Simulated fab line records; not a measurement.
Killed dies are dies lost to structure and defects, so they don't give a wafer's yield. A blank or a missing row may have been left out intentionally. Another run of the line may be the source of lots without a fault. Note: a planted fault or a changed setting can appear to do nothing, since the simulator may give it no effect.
Which tool is to blame? :: flow berkeley cmos170 :: 42 wafers from 14 lots sampled at 6 of the route's 331 steps

WHAT THE GAUGES READ, wafer by wafer
UCB170_FIELD_THK_MEAS_91. Usual: FIELD_OXIDE_LEFT_2_THK typically reads 353 nm, with standard deviation 9.4.
lot: L847
measured: day 6 14:24
on: film metro-04
FIELD_OXIDE_LEFT_2_THK (nm): 343 356 358
flag: 

lot: L846
measured: day 6 14:40
on: film metro-02
FIELD_OXIDE_LEFT_2_THK (nm): 364 372 375
flag: 

lot: L848
measured: day 7 02:29
on: film metro-02
FIELD_OXIDE_LEFT_2_THK (nm): 358 356 358
flag: 

lot: L852
measured: day 7 15:27
on: film metro-04
FIELD_OXIDE_LEFT_2_THK (nm): 341 351 351
flag: 

lot: L851
measured: day 7 15:42
on: film metro-02
FIELD_OXIDE_LEFT_2_THK (nm): 342 348 355
flag: 

lot: L850
measured: day 7 16:46
on: film metro-01
FIELD_OXIDE_LEFT_2_THK (nm): 336 340 343
flag: 

lot: L855
measured: day 8 15:16
on: film metro-02
FIELD_OXIDE_LEFT_2_THK (nm): 358 351 342
flag: 

lot: L854
measured: day 8 15:34
on: film metro-01
FIELD_OXIDE_LEFT_2_THK (nm): 358 349 363
flag: 

lot: L858
measured: day 9 09:51
on: film metro-01
FIELD_OXIDE_LEFT_2_THK (nm): 353 356 345
flag: 

lot: L859
measured: day 9 10:15
on: film metro-01
FIELD_OXIDE_LEFT_2_THK (nm): 346 357 351
flag: 

lot: L860
measured: day 10 03:40
on: film metro-04
FIELD_OXIDE_LEFT_2_THK (nm): 347 351 343
flag: 

lot: L865
measured: day 10 21:58
on: film metro-01
FIELD_OXIDE_LEFT_2_THK (nm): 363 366 351
flag: 

lot: L867
measured: day 11 03:35
on: film metro-04
FIELD_OXIDE_LEFT_2_THK (nm): 366 376 363
flag: 

lot: L868
measured: day 11 18:14
on: film metro-02
FIELD_OXIDE_LEFT_2_THK (nm): 348 358 360
flag: 

UCB170_PLDD_TW_MEAS_11. Usual: PLDD_TW typically reads 1000, with standard deviation 6.2.
lot: L847
measured: day 7 10:11
on: film metro-01
PLDD_TW: 1007 1008 1002
flag: 

lot: L846
measured: day 7 10:24
on: film metro-03
PLDD_TW: 997 986 988
flag: 

lot: L848
measured: day 7 18:39
on: film metro-03
PLDD_TW: 987 994 990
flag: 

lot: L852
measured: day 8 14:46
on: film metro-01
PLDD_TW: 1008 1005 1004
flag: 

lot: L851
measured: day 8 14:57
on: film metro-02
PLDD_TW: 1004 1002 1004
flag: 

lot: L850
measured: day 8 14:19
on: film metro-01
PLDD_TW: 999 1001 1004
flag: 

lot: L855
measured: day 9 09:26
on: film metro-02
PLDD_TW: 1005 1004 1006
flag: 

lot: L854
measured: day 9 09:41
on: film metro-01
PLDD_TW: 1004 1000 1003
flag: 

lot: L858
measured: day 10 07:31
on: film metro-02
PLDD_TW: 1061 1062 1061 1059 1057 1057
flag: OFF

lot: L859
measured: day 10 08:28
on: film metro-01
PLDD_TW: 1068 1065 1063 1060 1063 1069
flag: OFF

lot: L860
measured: day 10 21:16
on: film metro-01
PLDD_TW: 1003 1007 1001
flag: 

lot: L865
measured: day 11 18:26
on: film metro-01
PLDD_TW: 1010 1004 1005
flag: 

lot: L867
measured: day 11 22:20
on: film metro-02
PLDD_TW: 1002 1007 1003
flag: 

lot: L868
measured: day 12 10:11
on: film metro-01
PLDD_TW: 1006 1002 1000
flag: 

UCB170_SDANNEAL_RS_MEAS_04: measurement is done with a four-point probe. Usual: PLDD_RS typically reads 1030 ohm/sq, with standard deviation 3.6.
lot: L847
measured: day 8 05:32
on: film metro-01
PLDD_RS (ohm/sq): 1024 1024 1023
flag: 

lot: L846
measured: day 8 05:05
on: film metro-02
PLDD_RS (ohm/sq): 1031 1031 1031
flag: 

lot: L848
measured: day 8 11:04
on: film metro-02
PLDD_RS (ohm/sq): 1037 1033 1034
flag: 

lot: L852
measured: day 9 08:42
on: film metro-03
PLDD_RS (ohm/sq): 1030 1029 1028
flag: 

lot: L851
measured: day 9 07:32
on: film metro-01
PLDD_RS (ohm/sq): 1025 1027 1025
flag: 

lot: L850
measured: day 9 08:32
on: film metro-01
PLDD_RS (ohm/sq): 1029 1026 1027
flag: 

lot: L855
measured: day 10 04:45
on: film metro-02
PLDD_RS (ohm/sq): 1034 1037 1032
flag: 

lot: L854
measured: day 10 04:43
on: film metro-03
PLDD_RS (ohm/sq): 1028 1028 1032
flag: 

lot: L858
measured: day 11 03:23
on: film metro-01
PLDD_RS (ohm/sq): 883 880 881 882 881 880
flag: OFF

lot: L859
measured: day 11 03:53
on: film metro-02
PLDD_RS (ohm/sq): 886 888 886 886 888 883
flag: OFF

lot: L860
measured: day 11 16:38
on: film metro-03
PLDD_RS (ohm/sq): 1032 1033 1035
flag: 

lot: L865
measured: day 12 10:51
on: film metro-03
PLDD_RS (ohm/sq): 1032 1027 1031
flag: 

lot: L867
measured: day 12 12:37
on: film metro-01
PLDD_RS (ohm/sq): 1025 1026 1029
flag: 

lot: L868
measured: day 12 23:19
on: film metro-01
PLDD_RS (ohm/sq): 1028 1027 1027
flag: 

WHAT TOOL EACH LOT RAN ON (gives the tool, then ch and the chambers of the sampled wafers, and finally the start)
lot: L847
UCB170_GATE_STRIP_16: plasma asher-03 ch 0,1, day 7 06:56
UCB170_PLDD_IMPLANT_09: implanter-02 ch 0, day 7 09:56
UCB170_SPACER_ETCHBACK_03: rie diel-01 ch 0,2,3, day 7 22:12

lot: L846
UCB170_GATE_STRIP_16: plasma asher-01 ch 0,1, day 7 07:11
UCB170_PLDD_IMPLANT_09: implanter-04 ch 0, day 7 10:09
UCB170_SPACER_ETCHBACK_03: rie diel-04 ch 0,1,2, day 7 22:12

lot: L848
UCB170_GATE_STRIP_16: plasma asher-02 ch 0,1, day 7 16:23
UCB170_PLDD_IMPLANT_09: implanter-01 ch 0, day 7 18:26
UCB170_SPACER_ETCHBACK_03: rie diel-02 ch 0,1, day 8 06:38

lot: L852
UCB170_GATE_STRIP_16: plasma asher-03 ch 0,1, day 8 12:28
UCB170_PLDD_IMPLANT_09: implanter-01 ch 0, day 8 14:34
UCB170_SPACER_ETCHBACK_03: rie diel-02 ch 2,3, day 8 22:49

lot: L851
UCB170_GATE_STRIP_16: plasma asher-02 ch 0, day 8 12:33
UCB170_PLDD_IMPLANT_09: implanter-04 ch 0, day 8 14:42
UCB170_SPACER_ETCHBACK_03: rie diel-01 ch 0,3, day 8 22:49

lot: L850
UCB170_GATE_STRIP_16: plasma asher-01 ch 0,1, day 8 12:10
UCB170_PLDD_IMPLANT_09: implanter-04 ch 0, day 8 14:05
UCB170_SPACER_ETCHBACK_03: rie diel-04 ch 0,1, day 8 22:49

lot: L855
UCB170_GATE_STRIP_16: plasma asher-02 ch 0,1, day 9 07:20
UCB170_PLDD_IMPLANT_09: implanter-04 ch 0, day 9 09:13
UCB170_SPACER_ETCHBACK_03: rie diel-04 ch 2,3, day 9 19:56

lot: L854
UCB170_GATE_STRIP_16: plasma asher-01 ch 0,1, day 9 07:35
UCB170_PLDD_IMPLANT_09: implanter-01 ch 0, day 9 09:26
UCB170_SPACER_ETCHBACK_03: rie diel-01 ch 0,1,2, day 9 19:56

lot: L858
UCB170_GATE_STRIP_16: plasma asher-02 ch 0,1, day 10 05:22
UCB170_PLDD_IMPLANT_09: implanter-01 ch 0, day 10 07:18
UCB170_SPACER_ETCHBACK_03: rie diel-04 ch 0,2,3, day 10 21:55

lot: L859
UCB170_GATE_STRIP_16: plasma asher-03 ch 0,1, day 10 06:09
UCB170_PLDD_IMPLANT_09: implanter-01 ch 0, day 10 08:13
UCB170_SPACER_ETCHBACK_03: rie diel-04 ch 0,2,3, day 10 21:55

lot: L860
UCB170_GATE_STRIP_16: plasma asher-01 ch 0,1, day 10 16:55
UCB170_PLDD_IMPLANT_09: implanter-02 ch 0, day 10 21:02
UCB170_SPACER_ETCHBACK_03: rie diel-04 ch 0,1,3, day 11 06:19

lot: L865
UCB170_GATE_STRIP_16: plasma asher-03 ch 0,1, day 11 14:09
UCB170_PLDD_IMPLANT_09: implanter-02 ch 0, day 11 18:11
UCB170_SPACER_ETCHBACK_03: rie diel-02 ch 0,2,3, day 12 02:29

lot: L867
UCB170_GATE_STRIP_16: plasma asher-01 ch 0,1, day 11 18:34
UCB170_PLDD_IMPLANT_09: implanter-04 ch 0, day 11 22:05
UCB170_SPACER_ETCHBACK_03: rie diel-02 ch 1,3, day 12 06:35

lot: L868
UCB170_GATE_STRIP_16: plasma asher-02 ch 0,1, day 12 05:42
UCB170_PLDD_IMPLANT_09: implanter-04 ch 0, day 12 09:57
UCB170_SPACER_ETCHBACK_03: rie diel-01 ch 1,3, day 12 18:25
- UCB170_GATE_STRIP_16: strips in O2.
- UCB170_PLDD_IMPLANT_09
- UCB170_SPACER_ETCHBACK_03: etches SiO2 in CHF3/CF4/Ar, stops on Si, target depth 376 nm, time 100 s.

WHAT THE TOOLS THEMSELVES READ (means of the sampled wafers that have a number; where no wafer has one, the mark that the record gives instead)
UCB170_GATE_STRIP_16. Usual: drypump motor current A 5.9 A, standard deviation 0.52; oes product au 0.724 a.u., standard deviation 0.0045.
lot: L847
tool: plasma asher-03
drypump motor current A (A): 6.0
oes product au (a.u.): 0.726
flag: 

lot: L846
tool: plasma asher-01
drypump motor current A (A): 6.0
oes product au (a.u.): 0.721
flag: 

lot: L848
tool: plasma asher-02
drypump motor current A (A): 5.5
oes product au (a.u.): 0.725
flag: 

lot: L852
tool: plasma asher-03
drypump motor current A (A): 6.4
oes product au (a.u.): 0.722
flag: 

lot: L851
tool: plasma asher-02
drypump motor current A (A): 5.1
oes product au (a.u.): 0.725
flag: 

lot: L850
tool: plasma asher-01
drypump motor current A (A): 5.9
oes product au (a.u.): 0.724
flag: 

lot: L855
tool: plasma asher-02
drypump motor current A (A): 5.5
oes product au (a.u.): 0.722
flag: 

lot: L854
tool: plasma asher-01
drypump motor current A (A): 6.0
oes product au (a.u.): 0.726
flag: 

lot: L858
tool: plasma asher-02
drypump motor current A (A): 5.5
oes product au (a.u.): 0.725
flag: 

lot: L859
tool: plasma asher-03
drypump motor current A (A): 6.0
oes product au (a.u.): 0.725
flag: 

lot: L860
tool: plasma asher-01
drypump motor current A (A): 6.1
oes product au (a.u.): 0.723
flag: 

lot: L865
tool: plasma asher-03
drypump motor current A (A): 6.3
oes product au (a.u.): 0.725
flag: 

lot: L867
tool: plasma asher-01
drypump motor current A (A): 6.0
oes product au (a.u.): 0.726
flag: 

lot: L868
tool: plasma asher-02
drypump motor current A (A): 5.5
oes product au (a.u.): 0.722
flag: 

UCB170_PLDD_IMPLANT_09. Usual: beam on s 10.00 s, standard deviation 0.2; faraday current uA 159, standard deviation 3.1.
lot: L847
tool: implanter-02
beam on s (s): 10.11
faraday current uA: 157
flag: 

lot: L846
tool: implanter-04
beam on s (s): 9.82
faraday current uA: 161
flag: 

lot: L848
tool: implanter-01
beam on s (s): 9.88
faraday current uA: 161
flag: 

lot: L852
tool: implanter-01
beam on s (s): 9.92
faraday current uA: 160
flag: 

lot: L851
tool: implanter-04
beam on s (s): 9.92
faraday current uA: 160
flag: 

lot: L850
tool: implanter-04
beam on s (s): 9.94
faraday current uA: 159
flag: 

lot: L855
tool: implanter-04
beam on s (s): 9.99
faraday current uA: 159
flag: 

lot: L854
tool: implanter-01
beam on s (s): 9.96
faraday current uA: 159
flag: 

lot: L858
tool: implanter-01
beam on s (s): 14.41
faraday current uA: 110
flag: OFF

lot: L859
tool: implanter-01
beam on s (s): 14.13
faraday current uA: 112
flag: OFF

lot: L860
tool: implanter-02
beam on s (s): 10.21
faraday current uA: 155
flag: 

lot: L865
tool: implanter-02
beam on s (s): 9.77
faraday current uA: 162
flag: 

lot: L867
tool: implanter-04
beam on s (s): 10.25
faraday current uA: 155
flag: 

lot: L868
tool: implanter-04
beam on s (s): 9.92
faraday current uA: 159
flag: 

UCB170_SPACER_ETCHBACK_03. Usual: drypump motor current A 5.9 A, standard deviation 0.53; oes product au 0.900 a.u., standard deviation 0.014; throttle valve pct 6.49 %, standard deviation 0.12.
lot: L847
tool: rie diel-01
drypump motor current A (A): 5.8
oes product au (a.u.): 0.901
throttle valve pct (%): 6.45
flag: 

lot: L846
tool: rie diel-04
drypump motor current A (A): 5.8
oes product au (a.u.): 0.898
throttle valve pct (%): 6.53
flag: 

lot: L848
tool: rie diel-02
drypump motor current A (A): 6.2
oes product au (a.u.): 0.908
throttle valve pct (%): 6.38
flag: 

lot: L852
tool: rie diel-02
drypump motor current A (A): 6.1
oes product au (a.u.): 0.900
throttle valve pct (%): 6.33
flag: 

lot: L851
tool: rie diel-01
drypump motor current A (A): 5.3
oes product au (a.u.): 0.896
throttle valve pct (%): 6.49
flag: 

lot: L850
tool: rie diel-04
drypump motor current A (A): 5.2
oes product au (a.u.): 0.912
throttle valve pct (%): 6.51
flag: 

lot: L855
tool: rie diel-04
drypump motor current A (A): 6.3
oes product au (a.u.): 0.893
throttle valve pct (%): 6.54
flag: 

lot: L854
tool: rie diel-01
drypump motor current A (A): 5.9
oes product au (a.u.): 0.896
throttle valve pct (%): 6.50
flag: 

lot: L858
tool: rie diel-04
drypump motor current A (A): 5.7
oes product au (a.u.): 0.896
throttle valve pct (%): 6.52
flag: 

lot: L859
tool: rie diel-04
drypump motor current A (A): 5.7
oes product au (a.u.): 0.888
throttle valve pct (%): 6.53
flag: 

lot: L860
tool: rie diel-04
drypump motor current A (A): 5.4
oes product au (a.u.): 0.905
throttle valve pct (%): 6.57
flag: 

lot: L865
tool: rie diel-02
drypump motor current A (A): 6.2
oes product au (a.u.): 0.892
throttle valve pct (%): 6.37
flag: 

lot: L867
tool: rie diel-02
drypump motor current A (A): 6.3
oes product au (a.u.): 0.912
throttle valve pct (%): 6.45
flag: 

lot: L868
tool: rie diel-01
drypump motor current A (A): 6.1
oes product au (a.u.): 0.916
throttle valve pct (%): 6.58
flag: 

THE ANSWER, worked out from the rows above alone
Rule: take the mean of a lot's wafers that have a number; if it is more than 3 standard deviations from the usual mean, the lot is off. A lot without any number at a reading at which 4 lots or more have one is off too. Any other lot the step has rows for is counted as sound. Order of review: gauges by route order, followed by the tools' own readings, for which a lot's mean as printed above is used. At the first step where some lot is off, the reading lying furthest off is the one used; lots without a number count as furthest.
Off: at UCB170_PLDD_TW_MEAS_11 (PLDD_TW), L858, L859.
A tool fits if, at a process step before that reading, it ran every lot that is off, and no sound lot after the first of them. Not tried: the gauges at UCB170_PLDD_TW_MEAS_11; whatever is off there is also off at UCB170_PLDD_IMPLANT_09, on other tools, and gauge error can't account for it. One fits: UCB170_PLDD_IMPLANT_09 on implanter-01. Its last sound lot is L854 (day 9 09:26), its first lot that is off L858 (day 10 07:18): a fault that began between those two fits.
The tool's own readings at UCB170_PLDD_IMPLANT_09 bear it out: on the lots that are off they differ by more than 5 times the standard deviation of the sound lots' means. beam on s reads 14.27 s there against 9.97 s on the sound lots; faraday current uA reads 111 there against 159 on the sound lots.

WHAT THE SIMULATOR HAD PUT IN
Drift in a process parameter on implanter-01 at UCB170_PLDD_IMPLANT_09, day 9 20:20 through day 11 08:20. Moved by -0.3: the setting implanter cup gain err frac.
Struck lots among those shown: L858, L859. This agrees with what the rule above found.
